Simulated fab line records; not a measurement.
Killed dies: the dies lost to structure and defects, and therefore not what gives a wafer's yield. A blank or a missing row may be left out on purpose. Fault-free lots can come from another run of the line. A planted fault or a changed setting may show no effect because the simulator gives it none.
fab line records / flow rit-cmos / part 2 of 2: steps 36 to 47 of 47
record: lots: 5 wafers: 15 last-day: 7
route steps=202 shown SPACER@125 NSD@131 PSD@142 SDANNEAL@153 PLDD@159 NLDD@160 SILICIDE@161 CONTACT@168
lots that met no fault: from a run of the same line without faults
start-h: hours from the record's first day to the start of the lot's first wafer shown / wait-h: hours since the lot's step before / " same as the row above / L1.1+2: a row that stands for several wafers / - value missing, or start not given / * or withheld: withheld / < > ~ a bound
route shown NAME@n: a module of which the file shows steps, and the number in the route of the first / usual: average and standard deviation across the fault-free wafers / same: alike in all rows / chamber/n: place in a boat / sites: readings site by site / _std_site: standard deviation across them / _edge_site: mean of outer sites minus mean of inner sites / radius-mm: how far each site lies from the wafer's centre / mask NAME#n: copy n / behind: the tool/chamber that last shaped the wafer / hold: cause of the lot's hold/its duration in hours/its outcome / device: names the non-switching transistor (n, p or np) / end of line: tests run on the same wafers once the route is complete / where a step has no rows: the recipe by itself / killed: dies that structure and defects cost at the first sort, which is not the same as the wafer's yield / map: a wafer's dies, marking killed ones x, the rest . and places with no die _
set.NAME: the setting that was run; set.NAME@STEP: the one run at that earlier step / model.NAME: the simulator's own value behind a step, which no gauge read
lots at some steps of the route; a table a step, a row a wafer
services: the hour from which a tool's chamber was out of use, counted from the record's first day as start-h (under 0 if before that day), plus the number of hours and why
== steps ==
step: RIT_SDANNEAL_RS_MEAS_07
recipe: thk-meas-gauge: four-point-probe
usual: NLDD_RS: 151.6/0.56
lot.wafer=L077.1 tool=film-metro-02 chamber=- start-h=73.16 wait-h=0.1 NLDD_RS[ohm/sq]=152.1
lot.wafer=L077.2 tool=film-metro-02 chamber=- start-h=73.16 wait-h=0.1 NLDD_RS[ohm/sq]=152.0
lot.wafer=L077.5 tool=film-metro-02 chamber=- start-h=73.16 wait-h=0.1 NLDD_RS[ohm/sq]=152.5
lot.wafer=L078.4 tool=film-metro-03 chamber=- start-h=79.23 wait-h=0.1 NLDD_RS[ohm/sq]=151.2
lot.wafer=L078.5 tool=film-metro-03 chamber=- start-h=79.23 wait-h=0.1 NLDD_RS[ohm/sq]=151.1
lot.wafer=L078.6 tool=film-metro-03 chamber=- start-h=79.23 wait-h=0.1 NLDD_RS[ohm/sq]=151.7
lot.wafer=L079.1 tool=film-metro-02 chamber=- start-h=86.66 wait-h=0.1 NLDD_RS[ohm/sq]=150.6
lot.wafer=L079.4 tool=film-metro-02 chamber=- start-h=86.66 wait-h=0.1 NLDD_RS[ohm/sq]=151.0
lot.wafer=L079.5 tool=film-metro-02 chamber=- start-h=86.66 wait-h=0.1 NLDD_RS[ohm/sq]=150.6
lot.wafer=L082.2 tool=film-metro-03 chamber=- start-h=101.67 wait-h=0.1 NLDD_RS[ohm/sq]=151.8
lot.wafer=L082.3 tool=film-metro-03 chamber=- start-h=101.67 wait-h=0.1 NLDD_RS[ohm/sq]=151.9
lot.wafer=L082.6 tool=film-metro-03 chamber=- start-h=101.67 wait-h=0.1 NLDD_RS[ohm/sq]=151.8
lot.wafer=L096.2 tool=film-metro-03 chamber=- start-h=169.75 wait-h=0.1 NLDD_RS[ohm/sq]=151.5
lot.wafer=L096.3 tool=film-metro-03 chamber=- start-h=169.75 wait-h=0.1 NLDD_RS[ohm/sq]=151.1
lot.wafer=L096.4 tool=film-metro-03 chamber=- start-h=169.75 wait-h=0.1 NLDD_RS[ohm/sq]=151.5
step: RIT_SILICIDE_WET_ETCH_00
recipe: chemistry: BOE target: SiO2 target-depth-nm: 14 time-s: 15 dry: n2-spin dilution: 10:1 temp-c: 21.5
lot.wafer=L077.1+2+5 tool=wet-bench-03 chamber=0 start-h=73.28 wait-h=0.1
lot.wafer=L078.4+5+6 tool=wet-bench-02 chamber=1 start-h=79.29 wait-h=0.0
lot.wafer=L079.1+4+5 tool=wet-bench-03 chamber=2 start-h=86.78 wait-h=0.1
lot.wafer=L082.2+3+6 tool=wet-bench-03 chamber=0 start-h=101.77 wait-h=0.1
lot.wafer=L096.2+3+4 tool=wet-bench-03 chamber=2 start-h=169.85 wait-h=0.1
step: RIT_SILICIDE_SPUTTER_01
recipe: material: Ti target-thk-nm: 30 power-w: 362.5 chamber-pressure-pa: 0.667 gas: Ar time-s: 240 substrate-temp-c: 25
usual: chamber-pressure-pa: 0.6671/0.0013 throttle-valve-pct: 30.1/0.81
lot.wafer=L077.1 tool=pvd-sputter-04 chamber=- start-h=73.29 wait-h=0.0 chamber-pressure-pa=0.6657 throttle-valve-pct=30.3
lot.wafer=L077.2 tool=pvd-sputter-04 chamber=- start-h=73.29 wait-h=0.0 chamber-pressure-pa=0.6671 throttle-valve-pct=30.1
lot.wafer=L077.5 tool=pvd-sputter-04 chamber=- start-h=73.29 wait-h=0.0 chamber-pressure-pa=0.6676 throttle-valve-pct=30.1
lot.wafer=L078.4 tool=pvd-sputter-01 chamber=- start-h=79.30 wait-h=0.0 chamber-pressure-pa=0.6706 throttle-valve-pct=29.0
lot.wafer=L078.5 tool=pvd-sputter-01 chamber=- start-h=79.30 wait-h=0.0 chamber-pressure-pa=0.6710 throttle-valve-pct=29.2
lot.wafer=L078.6 tool=pvd-sputter-01 chamber=- start-h=79.30 wait-h=0.0 chamber-pressure-pa=0.6656 throttle-valve-pct=30.8
lot.wafer=L079.1 tool=pvd-sputter-01 chamber=- start-h=86.79 wait-h=0.0 chamber-pressure-pa=0.6675 throttle-valve-pct=31.8
lot.wafer=L079.4 tool=pvd-sputter-01 chamber=- start-h=86.79 wait-h=0.0 chamber-pressure-pa=0.6667 throttle-valve-pct=31.1
lot.wafer=L079.5 tool=pvd-sputter-01 chamber=- start-h=86.79 wait-h=0.0 chamber-pressure-pa=0.6667 throttle-valve-pct=31.9
lot.wafer=L082.2 tool=pvd-sputter-04 chamber=- start-h=101.78 wait-h=0.0 chamber-pressure-pa=0.6664 throttle-valve-pct=30.5
lot.wafer=L082.3 tool=pvd-sputter-04 chamber=- start-h=101.78 wait-h=0.0 chamber-pressure-pa=0.6658 throttle-valve-pct=30.5
lot.wafer=L082.6 tool=pvd-sputter-04 chamber=- start-h=101.78 wait-h=0.0 chamber-pressure-pa=0.6673 throttle-valve-pct=30.3
lot.wafer=L096.2 tool=pvd-sputter-02 chamber=- start-h=169.87 wait-h=0.0 chamber-pressure-pa=0.6657 throttle-valve-pct=30.0
lot.wafer=L096.3 tool=pvd-sputter-02 chamber=- start-h=169.87 wait-h=0.0 chamber-pressure-pa=0.6674 throttle-valve-pct=31.5
lot.wafer=L096.4 tool=pvd-sputter-02 chamber=- start-h=169.87 wait-h=0.0 chamber-pressure-pa=0.6670 throttle-valve-pct=28.8
step: RIT_SILICIDE_RS_MEAS_02
recipe: thk-meas-gauge: four-point-probe reads: Ti_of_SILICIDE_SPUTTER_01
usual: SILICIDE_TI_RS: 45.6/0.58
lot.wafer=L077.1 tool=film-metro-04 chamber=- start-h=73.44 wait-h=0.1 SILICIDE_TI_RS[ohm/sq]=46.6
lot.wafer=L077.2 tool=film-metro-04 chamber=- start-h=73.44 wait-h=0.1 SILICIDE_TI_RS[ohm/sq]=45.4
lot.wafer=L077.5 tool=film-metro-04 chamber=- start-h=73.44 wait-h=0.1 SILICIDE_TI_RS[ohm/sq]=45.7
lot.wafer=L078.4 tool=film-metro-04 chamber=- start-h=79.51 wait-h=0.1 SILICIDE_TI_RS[ohm/sq]=46.1
lot.wafer=L078.5 tool=film-metro-04 chamber=- start-h=79.51 wait-h=0.1 SILICIDE_TI_RS[ohm/sq]=46.2
lot.wafer=L078.6 tool=film-metro-04 chamber=- start-h=79.51 wait-h=0.1 SILICIDE_TI_RS[ohm/sq]=46.3
lot.wafer=L079.1 tool=film-metro-04 chamber=- start-h=86.94 wait-h=0.1 SILICIDE_TI_RS[ohm/sq]=45.2
lot.wafer=L079.4 tool=film-metro-04 chamber=- start-h=86.94 wait-h=0.1 SILICIDE_TI_RS[ohm/sq]=46.7
lot.wafer=L079.5 tool=film-metro-04 chamber=- start-h=86.94 wait-h=0.1 SILICIDE_TI_RS[ohm/sq]=45.3
lot.wafer=L082.2 tool=film-metro-01 chamber=- start-h=101.95 wait-h=0.1 SILICIDE_TI_RS[ohm/sq]=46.2
lot.wafer=L082.3 tool=film-metro-01 chamber=- start-h=101.95 wait-h=0.1 SILICIDE_TI_RS[ohm/sq]=44.7
lot.wafer=L082.6 tool=film-metro-01 chamber=- start-h=101.95 wait-h=0.1 SILICIDE_TI_RS[ohm/sq]=46.1
lot.wafer=L096.2 tool=film-metro-01 chamber=- start-h=170.04 wait-h=0.1 SILICIDE_TI_RS[ohm/sq]=46.2
lot.wafer=L096.3 tool=film-metro-01 chamber=- start-h=170.04 wait-h=0.1 SILICIDE_TI_RS[ohm/sq]=45.8
lot.wafer=L096.4 tool=film-metro-01 chamber=- start-h=170.04 wait-h=0.1 SILICIDE_TI_RS[ohm/sq]=46.8
step: RIT_SILICIDE_THK_MEAS_03
recipe: thk-meas-gauge: xrf reads: Ti_of_SILICIDE_SPUTTER_01
usual: SILICIDE_TI_THK: 31.1/0.35
lot.wafer=L077.1 tool=film-metro-04 chamber=- start-h=73.56 wait-h=0.1 SILICIDE_TI_THK[nm]=30.2
lot.wafer=L077.2 tool=film-metro-04 chamber=- start-h=73.56 wait-h=0.1 SILICIDE_TI_THK[nm]=31.0
lot.wafer=L077.5 tool=film-metro-04 chamber=- start-h=73.56 wait-h=0.1 SILICIDE_TI_THK[nm]=30.8
lot.wafer=L078.4 tool=film-metro-04 chamber=- start-h=79.60 wait-h=0.1 SILICIDE_TI_THK[nm]=30.5
lot.wafer=L078.5 tool=film-metro-04 chamber=- start-h=79.60 wait-h=0.1 SILICIDE_TI_THK[nm]=30.4
lot.wafer=L078.6 tool=film-metro-04 chamber=- start-h=79.60 wait-h=0.1 SILICIDE_TI_THK[nm]=30.4
lot.wafer=L079.1 tool=film-metro-04 chamber=- start-h=87.06 wait-h=0.1 SILICIDE_TI_THK[nm]=31.0
lot.wafer=L079.4 tool=film-metro-04 chamber=- start-h=87.06 wait-h=0.1 SILICIDE_TI_THK[nm]=30.4
lot.wafer=L079.5 tool=film-metro-04 chamber=- start-h=87.06 wait-h=0.1 SILICIDE_TI_THK[nm]=31.0
lot.wafer=L082.2 tool=film-metro-01 chamber=- start-h=102.06 wait-h=0.1 SILICIDE_TI_THK[nm]=30.8
lot.wafer=L082.3 tool=film-metro-01 chamber=- start-h=102.06 wait-h=0.1 SILICIDE_TI_THK[nm]=31.6
lot.wafer=L082.6 tool=film-metro-01 chamber=- start-h=102.06 wait-h=0.1 SILICIDE_TI_THK[nm]=30.9
lot.wafer=L096.2 tool=film-metro-01 chamber=- start-h=170.15 wait-h=0.1 SILICIDE_TI_THK[nm]=31.1
lot.wafer=L096.3 tool=film-metro-01 chamber=- start-h=170.15 wait-h=0.1 SILICIDE_TI_THK[nm]=31.2
lot.wafer=L096.4 tool=film-metro-01 chamber=- start-h=170.15 wait-h=0.1 SILICIDE_TI_THK[nm]=30.6
step: RIT_SILICIDE_RTA_04
recipe: temp-c: 650 time-s: 10 idle-temp-c: 25 ramp-up-s: 5 ramp-down-s: 5 cool-to-c: 25 ambient: N2
usual: wafer_temp_C_max: 653.3/1.1
lot.wafer=L077.1 tool=rtp-anneal-02 chamber=0 start-h=73.62 wait-h=0.1 wafer_temp_C_max=653.1
lot.wafer=L077.2 tool=rtp-anneal-02 chamber=0 start-h=73.62 wait-h=0.1 wafer_temp_C_max=654.1
lot.wafer=L077.5 tool=rtp-anneal-02 chamber=0 start-h=73.62 wait-h=0.1 wafer_temp_C_max=652.7
lot.wafer=L078.4 tool=rtp-anneal-01 chamber=0 start-h=79.66 wait-h=0.1 wafer_temp_C_max=654.3
lot.wafer=L078.5 tool=rtp-anneal-01 chamber=0 start-h=79.66 wait-h=0.1 wafer_temp_C_max=655.0
lot.wafer=L078.6 tool=rtp-anneal-01 chamber=0 start-h=79.66 wait-h=0.1 wafer_temp_C_max=653.6
lot.wafer=L079.1 tool=rtp-anneal-01 chamber=0 start-h=87.12 wait-h=0.1 wafer_temp_C_max=654.4
lot.wafer=L079.4 tool=rtp-anneal-01 chamber=0 start-h=87.12 wait-h=0.1 wafer_temp_C_max=653.9
lot.wafer=L079.5 tool=rtp-anneal-01 chamber=0 start-h=87.12 wait-h=0.1 wafer_temp_C_max=654.5
lot.wafer=L082.2 tool=rtp-anneal-01 chamber=0 start-h=102.12 wait-h=0.1 wafer_temp_C_max=653.6
lot.wafer=L082.3 tool=rtp-anneal-01 chamber=0 start-h=102.12 wait-h=0.1 wafer_temp_C_max=653.6
lot.wafer=L082.6 tool=rtp-anneal-01 chamber=0 start-h=102.12 wait-h=0.1 wafer_temp_C_max=653.2
lot.wafer=L096.2 tool=rtp-anneal-01 chamber=0 start-h=170.22 wait-h=0.1 wafer_temp_C_max=654.2
lot.wafer=L096.3 tool=rtp-anneal-01 chamber=0 start-h=170.22 wait-h=0.1 wafer_temp_C_max=654.5
lot.wafer=L096.4 tool=rtp-anneal-01 chamber=0 start-h=170.22 wait-h=0.1 wafer_temp_C_max=653.8
step: RIT_SILICIDE_WET_ETCH_05
recipe: chemistry: SPM target: Ti temp-c: 90 time-s: 120 dry: n2-spin
lot.wafer=L077.1+2+5 tool=wet-bench-02 chamber=3 start-h=73.69 wait-h=0.1
lot.wafer=L078.4+5+6 tool=wet-bench-03 chamber=3 start-h=79.70 wait-h=0.0
lot.wafer=L079.1+4+5 tool=wet-bench-02 chamber=0 start-h=87.19 wait-h=0.1
lot.wafer=L082.2+3+6 tool=wet-bench-01 chamber=0 start-h=102.17 wait-h=0.0
lot.wafer=L096.2+3+4 tool=wet-bench-03 chamber=2 start-h=170.27 wait-h=0.0
step: RIT_SILICIDE_RTA_06
recipe: temp-c: 750 time-s: 10 idle-temp-c: 25 ramp-up-s: 5 ramp-down-s: 10 cool-to-c: 25 ambient: N2
usual: wafer_temp_C_max: 753.6/1.2
lot.wafer=L077.1 tool=rtp-anneal-01 chamber=0 start-h=73.73 wait-h=0.0 wafer_temp_C_max=755.2
lot.wafer=L077.2 tool=rtp-anneal-01 chamber=0 start-h=73.73 wait-h=0.0 wafer_temp_C_max=754.9
lot.wafer=L077.5 tool=rtp-anneal-01 chamber=0 start-h=73.73 wait-h=0.0 wafer_temp_C_max=756.0
lot.wafer=L078.4 tool=rtp-anneal-02 chamber=0 start-h=79.77 wait-h=0.0 wafer_temp_C_max=752.6
lot.wafer=L078.5 tool=rtp-anneal-02 chamber=0 start-h=79.77 wait-h=0.0 wafer_temp_C_max=752.6
lot.wafer=L078.6 tool=rtp-anneal-02 chamber=0 start-h=79.77 wait-h=0.0 wafer_temp_C_max=752.5
lot.wafer=L079.1 tool=rtp-anneal-02 chamber=0 start-h=87.23 wait-h=0.0 wafer_temp_C_max=752.8
lot.wafer=L079.4 tool=rtp-anneal-02 chamber=0 start-h=87.23 wait-h=0.0 wafer_temp_C_max=752.8
lot.wafer=L079.5 tool=rtp-anneal-02 chamber=0 start-h=87.23 wait-h=0.0 wafer_temp_C_max=753.5
lot.wafer=L082.2 tool=rtp-anneal-02 chamber=0 start-h=102.23 wait-h=0.0 wafer_temp_C_max=751.8
lot.wafer=L082.3 tool=rtp-anneal-02 chamber=0 start-h=102.23 wait-h=0.0 wafer_temp_C_max=751.7
lot.wafer=L082.6 tool=rtp-anneal-02 chamber=0 start-h=102.23 wait-h=0.0 wafer_temp_C_max=752.0
lot.wafer=L096.2 tool=rtp-anneal-02 chamber=0 start-h=170.37 wait-h=0.0 wafer_temp_C_max=751.6
lot.wafer=L096.3 tool=rtp-anneal-02 chamber=0 start-h=170.37 wait-h=0.0 wafer_temp_C_max=751.7
lot.wafer=L096.4 tool=rtp-anneal-02 chamber=0 start-h=170.37 wait-h=0.0 wafer_temp_C_max=752.8
step: RIT_CONTACT_CVD_00
recipe: material: SiO2 target-thk-nm: 400 precursor: TEOS temp-c: 390 time-s: 58.18 rf-w: 400
usual: heater-power-w: 313/54
lot.wafer=L077.1 tool=pecvd-04 chamber=1 start-h=73.80 wait-h=0.1 heater-power-w=252
lot.wafer=L077.2 tool=pecvd-04 chamber=2 start-h=73.80 wait-h=0.1 heater-power-w=330
lot.wafer=L077.5 tool=pecvd-04 chamber=2 start-h=73.80 wait-h=0.1 heater-power-w=242
lot.wafer=L078.4 tool=pecvd-03 chamber=0 start-h=79.83 wait-h=0.0 heater-power-w=319
lot.wafer=L078.5 tool=pecvd-03 chamber=2 start-h=79.83 wait-h=0.0 heater-power-w=395
lot.wafer=L078.6 tool=pecvd-03 chamber=1 start-h=79.83 wait-h=0.0 heater-power-w=397
lot.wafer=L079.1 tool=pecvd-04 chamber=0 start-h=87.30 wait-h=0.1 heater-power-w=332
lot.wafer=L079.4 tool=pecvd-04 chamber=0 start-h=87.30 wait-h=0.1 heater-power-w=349
lot.wafer=L079.5 tool=pecvd-04 chamber=2 start-h=87.30 wait-h=0.1 heater-power-w=244
lot.wafer=L082.2 tool=pecvd-02 chamber=1 start-h=102.28 wait-h=0.0 heater-power-w=231
lot.wafer=L082.3 tool=pecvd-02 chamber=2 start-h=102.28 wait-h=0.0 heater-power-w=334
lot.wafer=L082.6 tool=pecvd-02 chamber=2 start-h=102.28 wait-h=0.0 heater-power-w=242
lot.wafer=L096.2 tool=pecvd-03 chamber=2 start-h=170.42 wait-h=0.0 heater-power-w=356
lot.wafer=L096.3 tool=pecvd-03 chamber=0 start-h=170.42 wait-h=0.0 heater-power-w=289
lot.wafer=L096.4 tool=pecvd-03 chamber=1 start-h=170.42 wait-h=0.0 heater-power-w=393
step: RIT_CONTACT_THK_MEAS_01
recipe: reads: SiO2_of_CONTACT_CVD_00
usual: CONTACT_TEOS_THK: 382/5.2
lot.wafer=L077.1 tool=film-metro-02 chamber=- start-h=73.85 wait-h=0.0 CONTACT_TEOS_THK[nm]=378
lot.wafer=L077.2 tool=film-metro-02 chamber=- start-h=73.85 wait-h=0.0 CONTACT_TEOS_THK[nm]=374
lot.wafer=L077.5 tool=film-metro-02 chamber=- start-h=73.85 wait-h=0.0 CONTACT_TEOS_THK[nm]=384
lot.wafer=L078.4 tool=film-metro-02 chamber=- start-h=79.89 wait-h=0.0 CONTACT_TEOS_THK[nm]=378
lot.wafer=L078.5 tool=film-metro-02 chamber=- start-h=79.89 wait-h=0.0 CONTACT_TEOS_THK[nm]=380
lot.wafer=L078.6 tool=film-metro-02 chamber=- start-h=79.89 wait-h=0.0 CONTACT_TEOS_THK[nm]=384
lot.wafer=L079.1 tool=film-metro-02 chamber=- start-h=87.35 wait-h=0.0 CONTACT_TEOS_THK[nm]=380
lot.wafer=L079.4 tool=film-metro-02 chamber=- start-h=87.35 wait-h=0.0 CONTACT_TEOS_THK[nm]=383
lot.wafer=L079.5 tool=film-metro-02 chamber=- start-h=87.35 wait-h=0.0 CONTACT_TEOS_THK[nm]=376
lot.wafer=L082.2 tool=film-metro-01 chamber=- start-h=102.34 wait-h=0.0 CONTACT_TEOS_THK[nm]=379
lot.wafer=L082.3 tool=film-metro-01 chamber=- start-h=102.34 wait-h=0.0 CONTACT_TEOS_THK[nm]=381
lot.wafer=L082.6 tool=film-metro-01 chamber=- start-h=102.34 wait-h=0.0 CONTACT_TEOS_THK[nm]=386
lot.wafer=L096.2 tool=film-metro-04 chamber=- start-h=170.48 wait-h=0.0 CONTACT_TEOS_THK[nm]=376
lot.wafer=L096.3 tool=film-metro-04 chamber=- start-h=170.48 wait-h=0.0 CONTACT_TEOS_THK[nm]=382
lot.wafer=L096.4 tool=film-metro-04 chamber=- start-h=170.48 wait-h=0.0 CONTACT_TEOS_THK[nm]=387
step: RIT_CONTACT_HMDS_02
recipe: prime-time-s: 60 prime-temp-c: 140
lot.wafer=L077.1+2+5 tool=litho-track-04 chamber=0 start-h=73.91 wait-h=0.1
lot.wafer=L078.4+5+6 tool=litho-track-02 chamber=0 start-h=79.99 wait-h=0.1
lot.wafer=L079.1+4+5 tool=litho-track-04 chamber=0 start-h=87.41 wait-h=0.1
lot.wafer=L082.2+3+6 tool=litho-track-04 chamber=0 start-h=102.42 wait-h=0.1
lot.wafer=L096.2+3+4 tool=litho-track-02 chamber=0 start-h=170.56 wait-h=0.1
step: RIT_CONTACT_COAT_03
recipe: resist: NOVOLAK spin-rpm: 3250 resist-thk-nm: 1000
lot.wafer=L077.1+2+5 tool=litho-track-04 chamber=0 start-h=74.06 wait-h=0.1
lot.wafer=L078.4+5+6 tool=litho-track-02 chamber=0 start-h=80.14 wait-h=0.1
lot.wafer=L079.1+4+5 tool=litho-track-04 chamber=0 start-h=87.56 wait-h=0.1
lot.wafer=L082.2+3+6 tool=litho-track-04 chamber=0 start-h=102.57 wait-h=0.1
lot.wafer=L096.2+3+4 tool=litho-track-02 chamber=0 start-h=170.71 wait-h=0.1
== services ==
tool=plasma-asher-03 chamber=- start-h=44.25 hours=10.6 kind=repair
tool=plasma-asher-02 chamber=- start-h=48.76 hours=7.4 kind=repair
tool=implanter-01 chamber=- start-h=50.30 hours=0.6 kind=repair
tool=pvd-sputter-02 chamber=- start-h=56.68 hours=1.2 kind=repair
tool=rie-diel-01 chamber=- start-h=57.34 hours=0.4 kind=repair
tool=rie-diel-03 chamber=1 start-h=65.39 hours=15.9 kind=repair
tool=implanter-03 chamber=- start-h=75.07 hours=5.0 kind=pm
tool=pvd-sputter-02 chamber=- start-h=76.87 hours=2.5 kind=repair
tool=pvd-sputter-04 chamber=- start-h=79.59 hours=9.4 kind=repair
tool=wet-bench-01 chamber=- start-h=82.58 hours=2.3 kind=repair
tool=rie-diel-03 chamber=1 start-h=90.83 hours=2.7 kind=repair
tool=rie-diel-01 chamber=- start-h=94.66 hours=28.1 kind=pm
tool=implanter-01 chamber=- start-h=94.74 hours=4.1 kind=pm
tool=plasma-asher-02 chamber=- start-h=97.46 hours=1.3 kind=repair
tool=pvd-sputter-02 chamber=- start-h=103.92 hours=0.9 kind=repair
tool=iline-stepper-01 chamber=- start-h=107.67 hours=2.1 kind=pm
tool=rie-diel-02 chamber=- start-h=107.92 hours=1.0 kind=repair
tool=plasma-asher-03 chamber=- start-h=108.75 hours=9.0 kind=pm
tool=wet-bench-02 chamber=- start-h=108.92 hours=1.3 kind=repair
tool=iline-stepper-01 chamber=- start-h=117.13 hours=4.4 kind=pm
tool=rie-diel-03 chamber=- start-h=130.78 hours=2.8 kind=pm
tool=implanter-04 chamber=- start-h=139.13 hours=3.6 kind=pm
tool=plasma-asher-01 chamber=- start-h=160.25 hours=2.8 kind=pm
tool=iline-stepper-02 chamber=- start-h=169.62 hours=1.7 kind=pm
